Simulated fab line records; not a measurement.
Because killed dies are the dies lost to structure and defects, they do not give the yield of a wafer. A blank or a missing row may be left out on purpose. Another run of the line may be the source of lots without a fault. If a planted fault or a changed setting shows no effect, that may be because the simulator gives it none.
fab line records -- flow ritCmos
record: lots: 7, wafers: 21, lastDay: 7
route steps=202 shown REOX@100 NLDD@103 PLDD@114 SPACER@125
lots untouched by any fault: they come from a run of this same line in which no faults occurred
startH: hours from the record's first day to the start of the lot's first wafer shown -- waitH: hours from the lot's prior step to this one -- " identical to the entry in the row above -- L1.1+2: a single row standing in for several wafers -- - no value present, or no start provided -- * or withheld: withheld -- < > ~ a bound
route shown NAME@n: NAME is a module with steps in the file, n the number in the route of the first one -- usual: the fault-free wafers' mean and standard deviation -- same: alike in all rows -- chamber/n: place in a boat -- sites: per-site readings -- _std_site: how widely they spread, as a standard deviation -- _edge_site: outer sites' mean less inner sites' -- radiusMm: for every site, how far away it sits from the centre of the wafer -- mask NAME#n: copy n -- behind: the most recent tool/chamber to have shaped the wafer -- hold: reason for holding the lot/hours on hold/outcome of the hold -- device: the n, p or np transistor that did not switch -- end of line: the same wafers' tests at the end of the route -- a step given without rows: its recipe and nothing more -- killed: count of dies lost to structure and defects at first sort (not the wafer's yield) -- map: a wafer's dies, x killed, . not, _ none there
set.NAME: the run value of the setting; set.NAME@STEP: its run value at that earlier step -- model.NAME: the simulator's own value behind a step, which no gauge read
lots at selected steps of the route; one table per step, one row per wafer
services: from which hour (startH, from the record's first day; less than 0 if before it) a tool's chamber was out of use, for how many hours, and why
== steps ==
step: RIT_REOX_CLEAN_02
recipe: chemistry: SC2, mix: 3:3:50, timeS: 600, tempC: 75, dry: n2Spin
step: RIT_REOX_OXIDATION_03
recipe: tempC: 900, ambient: O2, targetThkA: 252, oxTimeS: 5580
step: RIT_REOX_THK_MEAS_04
recipe: reads: SiO2_of_REOX_OXIDATION_03
usual: REOX_OXIDE_THK: 25.1/0.43
lot.wafer,tool,chamber,startH,waitH,REOX_OXIDE_THK[nm]
L973.1,filmMetro-04,-,49.66,0.0,25.1
L973.3,filmMetro-04,-,49.66,0.0,25.2
L973.4,filmMetro-04,-,49.66,0.0,25.2
L986.1,filmMetro-02,-,109.91,0.0,25.4
L986.5,filmMetro-02,-,109.91,0.0,25.4
L986.6,filmMetro-02,-,109.91,0.0,25.3
L987.1,filmMetro-04,-,113.67,0.0,24.5
L987.3,filmMetro-04,-,113.67,0.0,24.9
L987.4,filmMetro-04,-,113.67,0.0,24.9
L988.3,filmMetro-01,-,121.60,0.0,25.0
L988.4,filmMetro-01,-,121.60,0.0,25.3
L988.5,filmMetro-01,-,121.60,0.0,24.8
L989.1,filmMetro-02,-,121.94,0.0,25.0
L989.3,filmMetro-02,-,121.94,0.0,25.2
L989.6,filmMetro-02,-,121.94,0.0,25.6
L991.2,filmMetro-02,-,133.40,0.0,25.1
L991.4,filmMetro-02,-,133.40,0.0,25.1
L991.6,filmMetro-02,-,133.40,0.0,25.0
L995.1,filmMetro-04,-,155.16,0.0,25.9
L995.4,filmMetro-04,-,155.16,0.0,25.9
L995.6,filmMetro-04,-,155.16,0.0,25.5
step: RIT_NLDD_HMDS_00
recipe: primeTimeS: 60, primeTempC: 140
step: RIT_NLDD_COAT_01
recipe: resist: NOVOLAK, spinRpm: 3250, resistThkNm: 1000
step: RIT_NLDD_SOFTBAKE_02
recipe: resist: NOVOLAK, tempC: 90, timeS: 60
step: RIT_NLDD_EXPOSE_03
recipe: maskId: M7, na: 0.57, targetCdNm: 40700, doseMj: 250
step: RIT_NLDD_PEB_04
recipe: resist: NOVOLAK, tempC: withheld, timeS: withheld
step: RIT_NLDD_DEVELOP_05
recipe: resist: NOVOLAK, developTimeS: 50, devTempC: 23
step: RIT_NLDD_OVL_MEAS_06
usual: NLDD_OVL: 0.7/1.3
lot.wafer,tool,chamber,startH,waitH,NLDD_OVL[nm]
L973.1,overlay-02,-,50.70,-,0.1
L973.3,overlay-02,-,50.70,-,1.9
L973.4,overlay-02,-,50.70,-,1.7
L986.1,overlay-02,-,110.95,-,3.2
L986.5,overlay-02,-,110.95,-,1.3
L986.6,overlay-02,-,110.95,-,2.0
L987.1,overlay-01,-,114.71,-,0.9
L987.3,overlay-01,-,114.71,-,3.1
L987.4,overlay-01,-,114.71,-,-1.6
L988.3,overlay-01,-,122.67,-,0.2
L988.4,overlay-01,-,122.67,-,-0.5
L988.5,overlay-01,-,122.67,-,0.7
L989.1,overlay-01,-,122.97,-,1.7
L989.3,overlay-01,-,122.97,-,0.6
L989.6,overlay-01,-,122.97,-,1.0
L991.2,overlay-02,-,134.31,-,0.4
L991.4,overlay-02,-,134.31,-,-0.2
L991.6,overlay-02,-,134.31,-,-0.2
L995.1,overlay-01,-,156.20,-,2.5
L995.4,overlay-01,-,156.20,-,0.9
L995.6,overlay-01,-,156.20,-,0.9
step: RIT_NLDD_HARDBAKE_07
recipe: resist: NOVOLAK, tempC: 140, timeS: 60
step: RIT_NLDD_IMPLANT_08
recipe: species: P, energyKev: 20, doseCm2: 5e+14, tiltDeg: 7
step: RIT_NLDD_STRIP_09
recipe: chemistry: O2, timeS: 180, resist: NOVOLAK, platenTempC: withheld, powerW: 500, pressureMtorr: 4000, o2FlowSccm: 4000
usual: chamberPressureMTorr: 4001/3.7, drypumpMotorCurrentA: 5.8/0.36
lot.wafer,tool,chamber,startH,waitH,chamberPressureMTorr,drypumpMotorCurrentA,rfHoursCounterH,model.NOVOLAK_of_NLDD_COAT_01.thkNm
L973.1,plasmaAsher-04,1,51.04,0.1,4000,5.7,41,0
L973.3,plasmaAsher-04,1,51.04,0.1,3999,5.7,-,0
L973.4,plasmaAsher-04,0,51.04,0.1,4003,6.3,-,0
L986.1,plasmaAsher-04,0,111.28,0.1,4000,6.3,48,0
L986.5,plasmaAsher-04,1,111.28,0.1,3998,5.7,-,0
L986.6,plasmaAsher-04,0,111.28,0.1,3995,6.3,-,0
L987.1,plasmaAsher-01,1,115.04,0.1,-,-,-,882.8
L987.3,plasmaAsher-01,0,115.04,0.1,-,-,-,880.1
L987.4,plasmaAsher-01,1,115.04,0.1,-,-,-,879.4
L988.3,plasmaAsher-01,0,123.05,0.1,-,-,-,884.3
L988.4,plasmaAsher-01,1,123.05,0.1,-,-,-,882.1
L988.5,plasmaAsher-01,1,123.05,0.1,-,-,-,883.8
L989.1,plasmaAsher-04,0,123.31,0.1,-,-,-,885.5
L989.3,plasmaAsher-04,0,123.31,0.1,-,-,-,884.6
L989.6,plasmaAsher-04,1,123.31,0.1,-,-,-,886
L991.2,plasmaAsher-02,0,134.74,0.1,3998,5.3,2,0
L991.4,plasmaAsher-02,1,134.74,0.1,4000,6.0,-,0
L991.6,plasmaAsher-02,0,134.74,0.1,4007,5.3,-,0
L995.1,plasmaAsher-02,1,156.55,0.1,3999,6.0,5,0
L995.4,plasmaAsher-02,0,156.55,0.1,4004,5.3,-,0
L995.6,plasmaAsher-02,0,156.55,0.1,3997,5.3,-,0
step: RIT_NLDD_TW_MEAS_10
usual: NLDD_TW: 2497/29
lot.wafer,tool,chamber,startH,waitH,NLDD_TW
L973.1,filmMetro-01,-,51.21,0.1,2521
L973.3,filmMetro-01,-,51.21,0.1,2529
L973.4,filmMetro-01,-,51.21,0.1,2519
L986.1,filmMetro-01,-,111.46,0.1,2521
L986.5,filmMetro-01,-,111.46,0.1,2540
L986.6,filmMetro-01,-,111.46,0.1,2540
L987.1,filmMetro-02,-,115.22,0.1,2500
L987.3,filmMetro-02,-,115.22,0.1,2512
L987.4,filmMetro-02,-,115.22,0.1,2500
L988.3,filmMetro-02,-,123.18,0.1,2476
L988.4,filmMetro-02,-,123.18,0.1,2489
L988.5,filmMetro-02,-,123.18,0.1,2491
L989.1,filmMetro-03,-,123.48,0.1,2483
L989.3,filmMetro-03,-,123.48,0.1,2478
L989.6,filmMetro-03,-,123.48,0.1,2475
L991.2,filmMetro-03,-,134.92,0.1,2492
L991.4,filmMetro-03,-,134.92,0.1,2489
L991.6,filmMetro-03,-,134.92,0.1,2485
L995.1,filmMetro-02,-,156.72,0.1,2509
L995.4,filmMetro-02,-,156.72,0.1,2510
L995.6,filmMetro-02,-,156.72,0.1,2525
step: RIT_PLDD_HMDS_00
recipe: primeTimeS: 60, primeTempC: 140
step: RIT_PLDD_COAT_01
recipe: resist: NOVOLAK, spinRpm: 3250, resistThkNm: 1000
step: RIT_PLDD_SOFTBAKE_02
recipe: resist: NOVOLAK, tempC: 90, timeS: 60
step: RIT_PLDD_EXPOSE_03
recipe: maskId: M8, na: 0.57, targetCdNm: 40900, doseMj: 250
step: RIT_PLDD_PEB_04
recipe: resist: NOVOLAK, tempC: withheld, timeS: withheld
step: RIT_PLDD_DEVELOP_05
recipe: resist: NOVOLAK, developTimeS: 50, devTempC: 23
step: RIT_PLDD_OVL_MEAS_06
usual: PLDD_OVL: -0.6/1.8
lot.wafer,tool,chamber,startH,waitH,PLDD_OVL[nm]
L973.1,overlay-02,-,52.33,-,-2.0
L973.3,overlay-02,-,52.33,-,0.4
L973.4,overlay-02,-,52.33,-,-0.3
L986.1,overlay-01,-,112.37,-,-1.2
L986.5,overlay-01,-,112.37,-,-0.3
L986.6,overlay-01,-,112.37,-,2.6
L987.1,overlay-02,-,116.25,-,-1.3
L987.3,overlay-02,-,116.25,-,0.2
L987.4,overlay-02,-,116.25,-,-2.2
L988.3,overlay-01,-,124.21,-,-0.4
L988.4,overlay-01,-,124.21,-,0.6
L988.5,overlay-01,-,124.21,-,-1.9
L989.1,overlay-02,-,124.52,-,-1.4
L989.3,overlay-02,-,124.52,-,-0.4
L989.6,overlay-02,-,124.52,-,-0.5
L991.2,overlay-02,-,135.83,-,1.6
L991.4,overlay-02,-,135.83,-,2.6
L991.6,overlay-02,-,135.83,-,0.5
L995.1,overlay-01,-,157.63,-,-3.9
L995.4,overlay-01,-,157.63,-,-2.1
L995.6,overlay-01,-,157.63,-,-3.4
step: RIT_PLDD_HARDBAKE_07
recipe: resist: NOVOLAK, tempC: 140, timeS: 60
step: RIT_PLDD_IMPLANT_08
recipe: species: BF2, energyKev: 20, doseCm2: 9e+14, tiltDeg: 7
step: RIT_PLDD_STRIP_09
recipe: chemistry: O2, timeS: 180, resist: NOVOLAK, platenTempC: withheld, powerW: 500, pressureMtorr: 4000, o2FlowSccm: 4000
usual: chamberPressureMTorr: 4000/3.5, drypumpMotorCurrentA: 5.4/0.41
lot.wafer,tool,chamber,startH,waitH,chamberPressureMTorr,drypumpMotorCurrentA,rfHoursCounterH
L973.1,plasmaAsher-02,1,52.86,0.1,4001,6.0,39
L973.3,plasmaAsher-02,1,52.86,0.1,3999,6.0,-
L973.4,plasmaAsher-02,0,52.86,0.1,3999,5.3,-
L986.1,plasmaAsher-03,1,112.70,0.1,3997,5.3,47
L986.5,plasmaAsher-03,1,112.70,0.1,3998,5.4,-
L986.6,plasmaAsher-03,0,112.70,0.1,3998,4.8,-
L987.1,plasmaAsher-03,1,116.59,0.1,3997,5.3,47
L987.3,plasmaAsher-03,1,116.59,0.1,3999,5.3,-
L987.4,plasmaAsher-03,0,116.59,0.1,4002,4.8,-
L988.3,plasmaAsher-03,1,124.59,0.1,3997,5.3,-
L988.4,plasmaAsher-03,0,124.59,0.1,4003,4.8,-
L988.5,plasmaAsher-03,0,124.59,0.1,3997,4.8,-
L989.1,plasmaAsher-02,0,124.86,0.1,4001,5.3,1
L989.3,plasmaAsher-02,1,124.86,0.1,3994,6.0,-
L989.6,plasmaAsher-02,1,124.86,0.1,3995,6.1,-
L991.2,plasmaAsher-02,1,136.16,0.1,3994,6.0,2
L991.4,plasmaAsher-02,0,136.16,0.1,3996,5.3,-
L991.6,plasmaAsher-02,0,136.16,0.1,3999,5.3,-
L995.1,plasmaAsher-01,1,157.97,0.1,3994,5.3,38
L995.4,plasmaAsher-01,1,157.97,0.1,4000,5.4,-
L995.6,plasmaAsher-01,0,157.97,0.1,4005,5.7,-
step: RIT_PLDD_TW_MEAS_10
usual: PLDD_TW: 2362/25
lot.wafer,tool,chamber,startH,waitH,PLDD_TW
L973.1,filmMetro-02,-,53.03,0.1,2374
L973.3,filmMetro-02,-,53.03,0.1,2353
L973.4,filmMetro-02,-,53.03,0.1,2364
L986.1,filmMetro-03,-,112.88,0.1,2321
L986.5,filmMetro-03,-,112.88,0.1,2325
L986.6,filmMetro-03,-,112.88,0.1,2323
L987.1,filmMetro-02,-,116.77,0.1,30
L987.3,filmMetro-02,-,116.77,0.1,30
L987.4,filmMetro-02,-,116.77,0.1,30
L988.3,filmMetro-03,-,124.73,0.1,30
L988.4,filmMetro-03,-,124.73,0.1,30
L988.5,filmMetro-03,-,124.73,0.1,30
L989.1,filmMetro-01,-,125.03,0.1,31
L989.3,filmMetro-01,-,125.03,0.1,31
L989.6,filmMetro-01,-,125.03,0.1,31
L991.2,filmMetro-01,-,136.35,0.1,2391
L991.4,filmMetro-01,-,136.35,0.1,2393
L991.6,filmMetro-01,-,136.35,0.1,2391
L995.1,filmMetro-02,-,158.14,0.1,2356
L995.4,filmMetro-02,-,158.14,0.1,2374
L995.6,filmMetro-02,-,158.14,0.1,2361
step: RIT_SPACER_CLEAN_00
recipe: chemistry: SC1, mix: 3:3:50, timeS: 600, tempC: 75
== services ==
tool,chamber,startH,hours,kind
plasmaAsher-04,-,68.49,0.4,repair
plasmaAsher-02,-,108.75,9.0,pm
plasmaAsher-02,0,108.75,9.0,ventCycle
plasmaAsher-02,1,108.75,9.0,ventCycle
plasmaAsher-02,0,117.75,-,clean
plasmaAsher-02,1,117.75,-,clean
plasmaAsher-04,-,144.55,14.6,pm
plasmaAsher-03,-,153.05,2.8,pm
== key ==
firstSign: step: RIT_NLDD_STRIP_09, reading: toolRecord, direction: missing
effect: step: RIT_PLDD_TW_MEAS_10, reading: PLDD_TW, direction: down, sigmas: 92, usual: 2362, struck: 30
modelEffect: step: RIT_NLDD_STRIP_09, value: NOVOLAK_of_NLDD_COAT_01.thkNm, without: 0, struck: 883.2
metAt RIT_NLDD_STRIP_09
struckWafers L987.1,L987.3,L987.4,L988.3,L988.4,L988.5,L989.1,L989.3,L989.6
sortLeftOut L987.1,L987.3,L987.4,L988.3,L988.4,L988.5,L989.1,L989.3,L989.6
testerLeftOut L987,L988,L989
onsetBetween 111.28 115.04
fault: kind: skippedStepWhole, tool: plasmaAsher-01,plasmaAsher-04, chamber: -, onsetH: 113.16, steps: RIT_NLDD_STRIP_09, scope: struckLotsOnly
testerLeftOut: of these lots the tester's yield and bins aren't shown, on N5 and GAA mostly nor the transistor test; their killed dies are dies lost to structure and defects alone, not to doping, threshold or leakage, so they don't give the yield
sortLeftOut: the simulated sort isn't trusted on such a fault, so these wafers' sort isn't shown, and their yield isn't known
